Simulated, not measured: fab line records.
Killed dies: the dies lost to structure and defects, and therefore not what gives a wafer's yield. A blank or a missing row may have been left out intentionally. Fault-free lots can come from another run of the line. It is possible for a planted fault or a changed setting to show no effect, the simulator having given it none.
fab line records    flow rit-cmos
record: lots: 6  wafers: 18  last-day: 6
route steps=202 shown REOX@99 NLDD@103 PLDD@114 SPACER@125 NSD@131 M1@202
lots that met no fault: taken from a fault-free run of the same line
start-h: hours from the record's opening day to when the first of the lot's shown wafers began    wait-h: hours since the lot's step before    " repeats the value in the row above    L1.1+2: several wafers, shown together as one row    - no value present, or no start provided    * or withheld: withheld    < > ~ a bound
route shown NAME@n: NAME is a module with steps in the file, n the number in the route of the first one    usual: mean and standard deviation over wafers with no fault    same: alike in all rows    chamber/n: place in a boat    sites: each site's reading    _std_site: standard deviation of those values    _edge_site: the outer-site mean with the inner-site mean subtracted    radius-mm: how far each site lies from the wafer's centre    mask NAME#n: copy n    behind: tool/chamber where the wafer was last shaped    hold: why the lot went on hold/how many hours it stayed there/how the hold came to an end    device: the n, p or np transistor that did not switch    end of line: the same wafers' tests at the end of the route    for a step that has no rows: nothing shown but its recipe    killed: count of dies lost to structure and defects at first sort (not the wafer's yield)    map: shows each die of a wafer: x if killed, . if not, _ if none is there
set.NAME: the setting that was run; set.NAME@STEP: the one run at that earlier step    model.NAME: the simulator's own value behind a step, which no gauge read
a table for each step, a row for each wafer; lots at some steps of the route
services: the hour from which a tool's chamber was out of use, counted from the record's first day as start-h (under 0 if before that day), plus the number of hours and why
== steps ==
step: RIT_REOX_CLEAN_01
recipe: chemistry: dHF  dilution: 50:1  time-s: 30
step: RIT_REOX_CLEAN_02
recipe: chemistry: SC2  mix: 3:3:50  time-s: 600  temp-c: 75  dry: n2-spin
step: RIT_REOX_OXIDATION_03
recipe: temp-c: 900  ambient: O2  target-thk-a: 252  ox-time-s: 5580
step: RIT_REOX_THK_MEAS_04
recipe: reads: SiO2_of_REOX_OXIDATION_03
usual: REOX_OXIDE_THK: 25.2/0.41
lot.wafer  tool           chamber  start-h  wait-h  REOX_OXIDE_THK[nm]
L874.1     film-metro-01  -        60.72    0.0     25.2
L874.2     "              -        "        "       25.2
L874.4     "              -        "        "       24.8
L881.1     film-metro-04  -        83.92    0.0     25.1
L881.2     "              -        "        "       25.3
L881.6     "              -        "        "       25.9
L885.1     film-metro-04  -        101.70   0.0     25.3
L885.2     "              -        "        "       25.3
L885.5     "              -        "        "       25.1
L886.1     film-metro-03  -        106.65   0.0     24.6
L886.3     "              -        "        "       24.3
L886.4     "              -        "        "       24.6
L887.1     film-metro-04  -        112.02   0.0     25.5
L887.3     "              -        "        "       25.1
L887.4     "              -        "        "       25.4
L892.2     film-metro-03  -        137.32   0.0     25.4
L892.4     "              -        "        "       25.4
L892.5     "              -        "        "       25.8
step: RIT_NLDD_HMDS_00
recipe: prime-time-s: 60  prime-temp-c: 140
step: RIT_NLDD_COAT_01
recipe: resist: NOVOLAK  spin-rpm: 3250  resist-thk-nm: 1000
step: RIT_NLDD_SOFTBAKE_02
recipe: resist: NOVOLAK  temp-c: 90  time-s: 60
step: RIT_NLDD_EXPOSE_03
recipe: mask-id: M7  na: 0.57  target-cd-nm: 40700  dose-mj: 250
step: RIT_NLDD_PEB_04
recipe: resist: NOVOLAK  temp-c: withheld  time-s: withheld
step: RIT_NLDD_DEVELOP_05
recipe: resist: NOVOLAK  develop-time-s: 50  dev-temp-c: 23
step: RIT_NLDD_OVL_MEAS_06
usual: NLDD_OVL: -0.2/1.2
lot.wafer  tool        chamber  start-h  wait-h  NLDD_OVL[nm]
L874.1     overlay-02  -        61.75    -       0.4
L874.2     "           -        "        "       -1.1
L874.4     "           -        "        "       -0.1
L881.1     overlay-01  -        84.91    -       -1.3
L881.2     "           -        "        "       -1.1
L881.6     "           -        "        "       -1.9
L885.1     overlay-01  -        102.74   -       -0.2
L885.2     "           -        "        "       -0.9
L885.5     "           -        "        "       1.3
L886.1     overlay-01  -        107.56   -       -1.6
L886.3     "           -        "        "       -0.3
L886.4     "           -        "        "       -0.1
L887.1     overlay-01  -        113.15   -       1.2
L887.3     "           -        "        "       1.9
L887.4     "           -        "        "       2.4
L892.2     overlay-02  -        138.23   -       -1.8
L892.4     "           -        "        "       -0.9
L892.5     "           -        "        "       1.0
step: RIT_NLDD_HARDBAKE_07
recipe: resist: NOVOLAK  temp-c: 140  time-s: 60
step: RIT_NLDD_IMPLANT_08
recipe: species: P  energy-kev: 20  dose-cm2: 5e+14  tilt-deg: 7
usual: dose-ions-cm2: 5e+14/5.9e+11  faraday-current-uA: 1574/30  tilt-deg: 6.998/0.023
lot.wafer  tool          chamber  start-h  wait-h  dose-ions-cm2  faraday-current-uA  tilt-deg
L874.1     implanter-04  0        61.94    0.1     4.993e+14      1604                6.973
L874.2     "             0        "        "       4.985e+14      1613                6.997
L874.4     "             0        "        "       4.99e+14       1567                7.023
L881.1     implanter-01  0        85.28    0.1     5.016e+14      1558                7.018
L881.2     "             0        "        "       5e+14          1543                6.981
L881.6     "             0        "        "       5.005e+14      1568                7.009
L885.1     implanter-04  0        103.13   0.1     5.005e+14      1587                3.092
L885.2     "             0        "        "       5.001e+14      1532                3.114
L885.5     "             0        "        "       4.987e+14      1583                3.107
L886.1     implanter-04  0        107.74   0.1     4.996e+14      1530                3.066
L886.3     "             0        "        "       5.004e+14      1587                3.114
L886.4     "             0        "        "       5.001e+14      1571                3.098
L887.1     implanter-01  0        113.34   0.1     4.994e+14      1570                7.017
L887.3     "             0        "        "       5.008e+14      1559                6.964
L887.4     "             0        "        "       4.997e+14      1578                7.021
L892.2     implanter-02  0        138.44   0.1     4.993e+14      1596                6.984
L892.4     "             0        "        "       4.992e+14      1595                6.996
L892.5     "             0        "        "       5e+14          1583                7.007
step: RIT_NLDD_STRIP_09
recipe: chemistry: O2  time-s: 180  resist: NOVOLAK  platen-temp-c: withheld  power-w: 500  pressure-mtorr: 4000  o2-flow-sccm: 4000
usual: drypump-motor-current-A: 5.68/0.21
lot.wafer  tool             chamber  start-h  wait-h  drypump-motor-current-A  rf-hours-counter-h
L874.1     plasma-asher-01  0        62.09    0.1     5.87                     39
L874.2     "                1        "        "       5.81                     39
L874.4     "                0        "        "       5.88                     -
L881.1     plasma-asher-02  1        85.43    0.1     5.35                     45
L881.2     "                0        "        "       5.80                     45
L881.6     "                1        "        "       5.36                     -
L885.1     plasma-asher-03  0        103.28   0.1     5.87                     44
L885.2     "                1        "        "       5.44                     44
L885.5     "                1        "        "       5.46                     -
L886.1     plasma-asher-03  0        107.89   0.1     5.87                     45
L886.3     "                0        "        "       5.86                     -
L886.4     "                1        "        "       5.44                     -
L887.1     plasma-asher-02  1        113.49   0.1     5.35                     50
L887.3     "                1        "        "       5.37                     -
L887.4     "                0        "        "       5.78                     -
L892.2     plasma-asher-02  1        138.56   0.1     5.39                     53
L892.4     "                0        "        "       5.80                     -
L892.5     "                1        "        "       5.35                     -
step: RIT_NLDD_TW_MEAS_10
usual: NLDD_TW: 2484/11
lot.wafer  tool           chamber  start-h  wait-h  NLDD_TW
L874.1     film-metro-03  -        62.27    0.1     2505
L874.2     "              -        "        "       2482
L874.4     "              -        "        "       2489
L881.1     film-metro-02  -        85.60    0.1     2461
L881.2     "              -        "        "       2479
L881.6     "              -        "        "       2481
L885.1     film-metro-03  -        103.46   0.1     2462
L885.2     "              -        "        "       2466
L885.5     "              -        "        "       2474
L886.1     film-metro-02  -        108.07   0.1     2473
L886.3     "              -        "        "       2471
L886.4     "              -        "        "       2473
L887.1     film-metro-02  -        113.66   0.1     2495
L887.3     "              -        "        "       2495
L887.4     "              -        "        "       2483
L892.2     film-metro-04  -        138.75   0.1     2482
L892.4     "              -        "        "       2488
L892.5     "              -        "        "       2485
step: RIT_PLDD_HMDS_00
recipe: prime-time-s: 60  prime-temp-c: 140
step: RIT_PLDD_COAT_01
recipe: resist: NOVOLAK  spin-rpm: 3250  resist-thk-nm: 1000
step: RIT_PLDD_SOFTBAKE_02
recipe: resist: NOVOLAK  temp-c: 90  time-s: 60
step: RIT_PLDD_EXPOSE_03
recipe: mask-id: M8  na: 0.57  target-cd-nm: 40900  dose-mj: 250
step: RIT_PLDD_PEB_04
recipe: resist: NOVOLAK  temp-c: withheld  time-s: withheld
step: RIT_PLDD_DEVELOP_05
recipe: resist: NOVOLAK  develop-time-s: 50  dev-temp-c: 23
step: RIT_PLDD_OVL_MEAS_06
usual: PLDD_OVL: 0.0/1.4
lot.wafer  tool        chamber  start-h  wait-h  PLDD_OVL[nm]
L874.1     overlay-02  -        63.18    -       0.1
L874.2     "           -        "        "       -2.2
L874.4     "           -        "        "       -0.3
L881.1     overlay-02  -        86.64    -       -0.1
L881.2     "           -        "        "       0.5
L881.6     "           -        "        "       1.6
L885.1     overlay-02  -        104.62   -       1.3
L885.2     "           -        "        "       0.2
L885.5     "           -        "        "       0.7
L886.1     overlay-01  -        108.98   -       1.7
L886.3     "           -        "        "       0.6
L886.4     "           -        "        "       0.0
L887.1     overlay-02  -        114.70   -       0.1
L887.3     "           -        "        "       0.7
L887.4     "           -        "        "       -1.8
L892.2     overlay-02  -        139.78   -       1.7
L892.4     "           -        "        "       1.3
L892.5     "           -        "        "       2.3
step: RIT_PLDD_HARDBAKE_07
recipe: resist: NOVOLAK  temp-c: 140  time-s: 60
step: RIT_PLDD_IMPLANT_08
recipe: species: BF2  energy-kev: 20  dose-cm2: 9e+14  tilt-deg: 7
step: RIT_PLDD_STRIP_09
recipe: chemistry: O2  time-s: 180  resist: NOVOLAK  platen-temp-c: withheld  power-w: 500  pressure-mtorr: 4000  o2-flow-sccm: 4000
usual: drypump-motor-current-A: 6.0/0.47
lot.wafer  tool             chamber  start-h  wait-h  drypump-motor-current-A  rf-hours-counter-h
L874.1     plasma-asher-01  1        63.51    0.1     5.8                      40
L874.2     "                0        "        "       5.9                      40
L874.4     "                1        "        "       5.8                      -
L881.1     plasma-asher-02  0        87.04    0.1     5.8                      46
L881.2     "                1        "        "       5.4                      46
L881.6     "                1        "        "       5.4                      -
L885.1     plasma-asher-02  0        104.96   0.1     5.8                      49
L885.2     "                1        "        "       5.4                      49
L885.5     "                1        "        "       5.4                      -
L886.1     plasma-asher-02  1        109.31   0.1     5.4                      49
L886.3     "                1        "        "       5.4                      -
L886.4     "                0        "        "       5.8                      -
L887.1     plasma-asher-02  1        115.03   0.1     5.4                      50
L887.3     "                0        "        "       5.8                      -
L887.4     "                1        "        "       5.4                      -
L892.2     plasma-asher-02  0        140.11   0.1     5.8                      53
L892.4     "                1        "        "       5.4                      -
L892.5     "                1        "        "       5.4                      -
step: RIT_PLDD_TW_MEAS_10
usual: PLDD_TW: 2339/11
lot.wafer  tool           chamber  start-h  wait-h  PLDD_TW
L874.1     film-metro-02  -        63.69    0.1     2350
L874.2     "              -        "        "       2347
L874.4     "              -        "        "       2357
L881.1     film-metro-02  -        87.21    0.1     2334
L881.2     "              -        "        "       2327
L881.6     "              -        "        "       2341
L885.1     film-metro-02  -        105.13   0.1     2354
L885.2     "              -        "        "       2350
L885.5     "              -        "        "       2351
L886.1     film-metro-03  -        109.49   0.1     2350
L886.3     "              -        "        "       2341
L886.4     "              -        "        "       2343
L887.1     film-metro-02  -        115.21   0.1     2346
L887.3     "              -        "        "       2362
L887.4     "              -        "        "       2371
L892.2     film-metro-02  -        140.29   0.1     2343
L892.4     "              -        "        "       2352
L892.5     "              -        "        "       2353
step: RIT_SPACER_CLEAN_00
recipe: chemistry: SC1  mix: 3:3:50  time-s: 600  temp-c: 75
step: RIT_SPACER_CLEAN_01
recipe: chemistry: dHF  dilution: 50:1  time-s: 30
step: RIT_SPACER_CLEAN_02
recipe: chemistry: SC2  mix: 3:3:50  time-s: 600  temp-c: 75  dry: n2-spin
step: RIT_SPACER_CVD_03
recipe: material: Si3N4  target-thk-nm: 250  temp-c: 810  precursor: SiH2Cl2/NH3  time-s: 3300  pressure-mtorr: 300  sih2cl2-flow-sccm: 60  nh3-flow-sccm: 150
step: RIT_SPACER_THK_MEAS_04
recipe: reads: Si3N4_of_SPACER_CVD_03
usual: SPACER_NITRIDE_THK: 250.5/2.4
lot.wafer  tool           chamber  start-h  wait-h  SPACER_NITRIDE_THK[nm]
L874.1     film-metro-01  -        66.03    0.0     253.5
L874.2     "              -        "        "       251.2
L874.4     "              -        "        "       251.0
L881.1     film-metro-02  -        89.56    0.0     253.2
L881.2     "              -        "        "       251.6
L881.6     "              -        "        "       252.7
L885.1     film-metro-04  -        107.48   0.0     249.9
L885.2     "              -        "        "       251.6
L885.5     "              -        "        "       248.4
L886.1     film-metro-01  -        111.85   0.0     249.0
L886.3     "              -        "        "       246.3
L886.4     "              -        "        "       249.6
L887.1     film-metro-01  -        117.57   0.0     250.1
L887.3     "              -        "        "       249.3
L887.4     "              -        "        "       250.1
L892.2     film-metro-02  -        142.63   0.0     250.7
L892.4     "              -        "        "       251.5
L892.5     "              -        "        "       252.5
step: RIT_SPACER_ETCHBACK_05
recipe: target-depth-a: 2500  SF6_flow_sccm: 30  CHF3_flow_sccm: 30  target: Si3N4  chemistry: SF6/CHF3  pressure-mtorr: 40  rf-w: 250  time-s: 240  stop-on: SiO2
usual: drypump-motor-current-A: 6.0/0.44  oes-product-au: 0.845/0.012  throttle-valve-pct: 10.28/0.15
lot.wafer  tool         chamber  start-h  wait-h  drypump-motor-current-A  oes-product-au  rf-hours-counter-h  throttle-valve-pct
L874.1     rie-diel-01  1        66.09    0.1     6.1                      0.839           61                  9.99
L874.2     "            0        "        "       5.8                      0.836           140                 10.38
L874.4     "            2        "        "       5.8                      0.843           31                  10.30
L881.1     rie-diel-01  2        89.62    0.1     5.7                      0.836           32                  10.31
L881.2     "            1        "        "       6.1                      0.833           61                  9.99
L881.6     "            1        "        "       6.1                      0.841           -                   9.99
L885.1     rie-diel-02  0        107.54   0.1     4.9                      0.861           121                 10.34
L885.2     "            3        "        "       6.2                      0.850           105                 10.07
L885.5     "            1        "        "       6.2                      0.857           -                   10.33
L886.1     rie-diel-01  3        111.91   0.1     6.6                      0.833           143                 10.22
L886.3     "            2        "        "       5.7                      0.827           32                  10.29
L886.4     "            1        "        "       6.1                      0.836           62                  9.98
L887.1     rie-diel-01  3        117.63   0.1     6.7                      0.836           144                 10.23
L887.3     "            0        "        "       5.8                      0.833           141                 10.36
L887.4     "            2        "        "       5.7                      0.841           32                  10.31
L892.2     rie-diel-03  0        142.68   0.0     5.8                      0.830           70                  10.32
L892.4     "            2        "        "       5.6                      0.851           120                 10.55
L892.5     "            0        "        "       5.8                      0.837           -                   10.33
step: RIT_NSD_HMDS_00
recipe: prime-time-s: 60  prime-temp-c: 140
step: RIT_NSD_COAT_01
recipe: resist: NOVOLAK  spin-rpm: 3250  resist-thk-nm: 1000
step: RIT_NSD_SOFTBAKE_02
recipe: resist: NOVOLAK  temp-c: 90  time-s: 60
step: RIT_NSD_EXPOSE_03
recipe: mask-id: M9  na: 0.57  target-cd-nm: 40700  dose-mj: 250
step: RIT_NSD_PEB_04
recipe: resist: NOVOLAK  temp-c: withheld  time-s: withheld
step: RIT_NSD_DEVELOP_05
recipe: resist: NOVOLAK  develop-time-s: 50  dev-temp-c: 23
step: RIT_NSD_OVL_MEAS_06
usual: NSD_OVL: 0.0/1.4
lot.wafer  tool        chamber  start-h  wait-h  NSD_OVL[nm]
L874.1     overlay-02  -        67.22    -       1.8
L874.2     "           -        "        "       2.3
L874.4     "           -        "        "       1.2
L881.1     overlay-01  -        90.62    -       -0.2
L881.2     "           -        "        "       1.8
L881.6     "           -        "        "       0.1
L885.1     overlay-02  -        108.68   -       0.3
L885.2     "           -        "        "       -1.2
L885.5     "           -        "        "       1.6
L886.1     overlay-02  -        113.09   -       -1.3
L886.3     "           -        "        "       1.2
L886.4     "           -        "        "       -0.8
L887.1     overlay-01  -        118.66   -       2.0
L887.3     "           -        "        "       1.2
L887.4     "           -        "        "       0.0
L892.2     overlay-01  -        143.95   -       0.7
L892.4     "           -        "        "       0.8
L892.5     "           -        "        "       0.1
step: RIT_NSD_HARDBAKE_07
recipe: resist: NOVOLAK  temp-c: 140  time-s: 60
step: RIT_NSD_IMPLANT_08
recipe: species: P  energy-kev: 25  dose-cm2: 1e+15  tilt-deg: 7
step: RIT_NSD_STRIP_09
recipe: chemistry: O2  time-s: 180  resist: NOVOLAK  platen-temp-c: withheld  power-w: 500  pressure-mtorr: 4000  o2-flow-sccm: 4000
usual: drypump-motor-current-A: 5.9/0.47
lot.wafer  tool             chamber  start-h  wait-h  drypump-motor-current-A  rf-hours-counter-h
L874.1     plasma-asher-04  1        67.87    0.1     6.7                      27
L874.2     "                0        "        "       6.4                      27
L874.4     "                1        "        "       6.7                      -
L881.1     plasma-asher-02  0        90.95    0.1     5.8                      46
L881.2     "                1        "        "       5.4                      46
L881.6     "                0        "        "       5.8                      -
L885.1     plasma-asher-04  0        109.02   0.1     6.4                      34
L885.2     "                1        "        "       6.7                      34
L885.5     "                0        "        "       6.4                      -
L886.1     plasma-asher-04  0        113.42   0.1     6.3                      35
L886.3     "                1        "        "       6.7                      -
L886.4     "                0        "        "       6.4                      -
L887.1     plasma-asher-03  1        119.00   0.1     5.5                      47
L887.3     "                0        "        "       5.9                      -
L887.4     "                1        "        "       5.5                      -
L892.2     plasma-asher-02  0        144.38   0.1     5.8                      53
L892.4     "                1        "        "       5.4                      -
L892.5     "                0        "        "       5.8                      -
step: RIT_SDANNEAL_RS_MEAS_07
recipe: thk-meas-gauge: four-point-probe
usual: NLDD_RS: 151.6/0.57
lot.wafer  tool           chamber  start-h  wait-h  NLDD_RS[ohm/sq]
L874.1     film-metro-03  -        70.38    0.1     151.2
L874.2     "              -        "        "       152.5
L874.4     "              -        "        "       152.2
L881.1     film-metro-03  -        93.62    0.1     151.9
L881.2     "              -        "        "       151.8
L881.6     "              -        "        "       151.5
L885.1     film-metro-04  -        111.60   0.1     -
L885.2     "              -        "        "       -
L885.5     "              -        "        "       -
L886.1     film-metro-03  -        115.86   0.1     -
L886.3     "              -        "        "       -
L886.4     "              -        "        "       -
L887.1     film-metro-04  -        121.50   0.1     151.9
L887.3     "              -        "        "       151.8
L887.4     "              -        "        "       151.9
L892.2     film-metro-04  -        147.02   0.1     151.9
L892.4     "              -        "        "       151.8
L892.5     "              -        "        "       152.3
step: RIT_M1_PROBE_99
usual: killed-at-front-end: 7.3/2.8  killed-dies: 7.3/2.8  killed-open: 3.8/1.9  killed-short: 3.5/1.8
same: gross-dies: 264  killed_at_M0_to_M3: 0  killed_at_M4_up: 0  killed-at-back-side: 0  killed-at-contacts: 0  killed-at-other: 0
lot.wafer  tool       chamber  start-h  wait-h  killed-at-front-end  killed-dies  killed-open  killed-short  model.etest.nmos-turned.drive-ua-um  model.etest.nmos_0p15.r-on-ohm-um  model.etest.nmos_0p15.drive-ua-um  model.etest.nmos_0p15.swing-mv-dec  model.etest.retro-edge-nmos.off-log10-a-um  model.etest.nmos_0p15.off-log10-a-um  model.etest.ring.quiet-log10-a  model.etest.nmos-turned.isub-log10-a-um
L874.1     prober-01  -        77.57    0.1     12                   12           7            5             320.2                                1141                               457.8                              86.14                               -10.16                                      -10.19                                -7.803                          -7.222
L874.2     prober-01  -        77.62    0.1     6                    6            5            1             310.8                                1163                               449.6                              85.58                               -10.49                                      -10.57                                -8.061                          -7.221
L874.4     prober-01  -        77.72    0.2     6                    6            4            2             324.9                                1142                               454.6                              85.95                               -10.08                                      -10.24                                -7.763                          -7.26
L881.1     prober-01  -        100.93   0.1     2                    2            0            2             319.6                                1096                               476.9                              87.01                               -9.472                                      -9.64                                 -7.466                          -7.231
L881.2     prober-01  -        100.98   0.1     3                    3            2            1             311.1                                1145                               460.3                              86.75                               -9.902                                      -9.933                                -7.726                          -7.151
L881.6     prober-01  -        101.18   0.2     3                    3            1            2             299.9                                1152                               456.4                              86.7                                -9.912                                      -10.22                                -7.925                          -7.121
L885.1     prober-02  -        118.82   0.1     9                    9            4            5             457.4                                1106                               486.1                              86.1                                -9.66                                       -9.696                                -7.571                          -7.018
L885.2     prober-02  -        118.87   0.1     5                    5            3            2             450.4                                1122                               486.2                              87.3                                -9.212                                      -9.297                                -7.196                          -7.052
L885.5     prober-02  -        119.02   0.2     8                    8            2            6             456.1                                1117                               492.2                              87.18                               -9.314                                      -9.385                                -7.297                          -7.045
L886.1     prober-01  -        123.35   0.1     8                    8            4            4             469.4                                1066                               499.3                              86.63                               -9.165                                      -9.283                                -7.225                          -6.929
L886.3     prober-01  -        123.45   0.2     5                    5            3            2             468.1                                1072                               502.4                              86.96                               -8.966                                      -9.179                                -7.099                          -6.995
L886.4     prober-01  -        123.50   0.2     6                    6            3            3             471                                  1060                               503.2                              86.5                                -9.174                                      -9.447                                -7.339                          -6.995
L887.1     prober-02  -        128.38   0.1     9                    9            6            3             313                                  1135                               466.3                              86.76                               -9.981                                      -10.03                                -7.624                          -7.17
L887.3     prober-02  -        128.48   0.2     9                    9            4            5             322                                  1131                               468.7                              86.46                               -10.08                                      -10.11                                -7.604                          -7.081
L887.4     prober-02  -        128.53   0.2     5                    5            3            2             315.8                                1122                               470.3                              86.73                               -9.832                                      -9.973                                -7.54                           -7.142
L892.2     prober-01  -        154.14   0.1     6                    6            5            1             314.1                                1137                               464.4                              85.85                               -9.914                                      -10.19                                -7.863                          -7.191
L892.4     prober-01  -        154.24   0.2     16                   16           8            8             315.8                                1146                               466.9                              86.38                               -9.788                                      -10.06                                -7.705                          -7.252
L892.5     prober-01  -        154.29   0.2     8                    8            3            5             300.7                                1165                               446.8                              86                                  -10.22                                      -10.34                                -8.036                          -7.268
killed by level:class
L874.1 REOX:geometric-particle:open=3 FOX1:geometric-particle:short=2 GATE:geometric-particle:short=2 FOX1:geometric-particle:open=1 FOX2:geometric-particle:short=1 FOX2:geometric-particle:open=1 GATE:geometric-particle:open=1 SILICIDE:geometric-particle:open=1
L874.2 REOX:geometric-particle:open=2 GATE:geometric-particle:open=1 REOX:geometric-particle:short=1 SPACER:geometric-particle:open=1 SILICIDE:geometric-particle:open=1
L874.4 REOX:geometric-particle:short=2 FOX2:geometric-particle:open=1 GATE:geometric-particle:open=1 REOX:geometric-particle:open=1 SPACER:geometric-particle:open=1
L881.1 REOX:geometric-particle:short=1 SILICIDE:geometric-particle:short=1
L881.2 FOX1:geometric-particle:short=1 FOX1:geometric-particle:open=1 SPACER:geometric-particle:open=1
L881.6 ACTIVE:geometric-particle:short=1 FOX1:geometric-particle:short=1 SILICIDE:geometric-particle:open=1
L885.1 SILICIDE:geometric-particle:short=3 GATE:geometric-particle:short=2 FOX1:geometric-particle:open=1 GATE:geometric-particle:open=1 REOX:geometric-particle:open=1 SILICIDE:geometric-particle:open=1
L885.2 GATE:geometric-particle:open=2 GATE:geometric-particle:short=1 SPACER:geometric-particle:short=1 SILICIDE:geometric-particle:open=1
L885.5 GATE:geometric-particle:short=2 REOX:geometric-particle:short=2 GATE:geometric-particle:open=1 REOX:geometric-particle:open=1 SPACER:geometric-particle:short=1 SILICIDE:geometric-particle:short=1
L886.1 FOX1:geometric-particle:short=2 SPACER:geometric-particle:open=2 FOX1:geometric-particle:open=1 FOX2:geometric-particle:short=1 GATE:geometric-particle:open=1 SPACER:geometric-particle:short=1
L886.3 FOX2:geometric-particle:short=2 GATE:geometric-particle:open=2 SILICIDE:geometric-particle:open=1
L886.4 GATE:geometric-particle:short=3 GATE:geometric-particle:open=2 SILICIDE:geometric-particle:open=1
L887.1 FOX1:geometric-particle:open=3 REOX:geometric-particle:open=3 REOX:geometric-particle:short=2 GATE:geometric-particle:short=1
L887.3 FOX1:geometric-particle:open=2 GATE:geometric-particle:short=2 SPACER:geometric-particle:short=2 REOX:geometric-particle:open=1 REOX:geometric-particle:short=1 SPACER:geometric-particle:open=1
L887.4 REOX:geometric-particle:open=2 FOX1:geometric-particle:open=1 REOX:geometric-particle:short=1 SPACER:geometric-particle:short=1
L892.2 GATE:geometric-particle:open=2 SPACER:geometric-particle:open=2 FOX2:geometric-particle:open=1 GATE:geometric-particle:short=1
L892.4 REOX:geometric-particle:short=4 GATE:geometric-particle:short=3 SPACER:geometric-particle:open=3 SILICIDE:geometric-particle:open=3 GATE:geometric-particle:open=2 SPACER:geometric-particle:short=1
L892.5 GATE:geometric-particle:open=2 FOX1:geometric-particle:short=1 FOX2:geometric-particle:short=1 FOX2:geometric-particle:open=1 REOX:geometric-particle:short=1 SPACER:geometric-particle:short=1 SILICIDE:geometric-particle:short=1
== services ==
tool             chamber  start-h  hours  kind
implanter-02     -        79.65    3.0    pm
rie-diel-02      -        81.46    0.5    repair
plasma-asher-01  -        83.33    28.1   pm
implanter-01     -        89.92    3.4    repair
rie-diel-03      1        105.21   8.5    repair
plasma-asher-01  -        111.44   9.0    pm
plasma-asher-01  0        111.44   9.0    vent-cycle
plasma-asher-01  1        111.44   9.0    vent-cycle
plasma-asher-01  -        113.25   4.2    repair
plasma-asher-01  0        120.44   -      clean
plasma-asher-01  1        120.44   -      clean
implanter-01     -        137.13   1.4    repair
== key ==
first-sign: step: RIT_NLDD_IMPLANT_08  reading: tilt-deg  direction: down  sigmas: 99+  usual: 6.998  struck: 3.099
effect: step: RIT_SDANNEAL_RS_MEAS_07  reading: NLDD_RS  direction: missing
model-effect: step: RIT_M1_PROBE_99  value: etest.nmos-turned.drive-ua-um  without: 328.7  struck: 462.1
met-at RIT_NLDD_IMPLANT_08
struck-wafers L885.1,L885.2,L885.5,L886.1,L886.3,L886.4
tester-left-out L885,L886
onset-between 61.94 103.13
fault: kind: process-parameter-drift  tool: implanter-04  chamber: -  onset-h: 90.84  steps: RIT_NLDD_IMPLANT_08  channel: tilt-deg  offset: -3.8969  shape: step  end-h: 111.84  acts-in: these-recipes-only  stated: 7
tester-left-out: of these lots the tester's yield and bins aren't shown, on N5 and GAA mostly nor the transistor test; their killed dies are dies lost to structure and defects alone, not to doping, threshold or leakage, so they don't give the yield
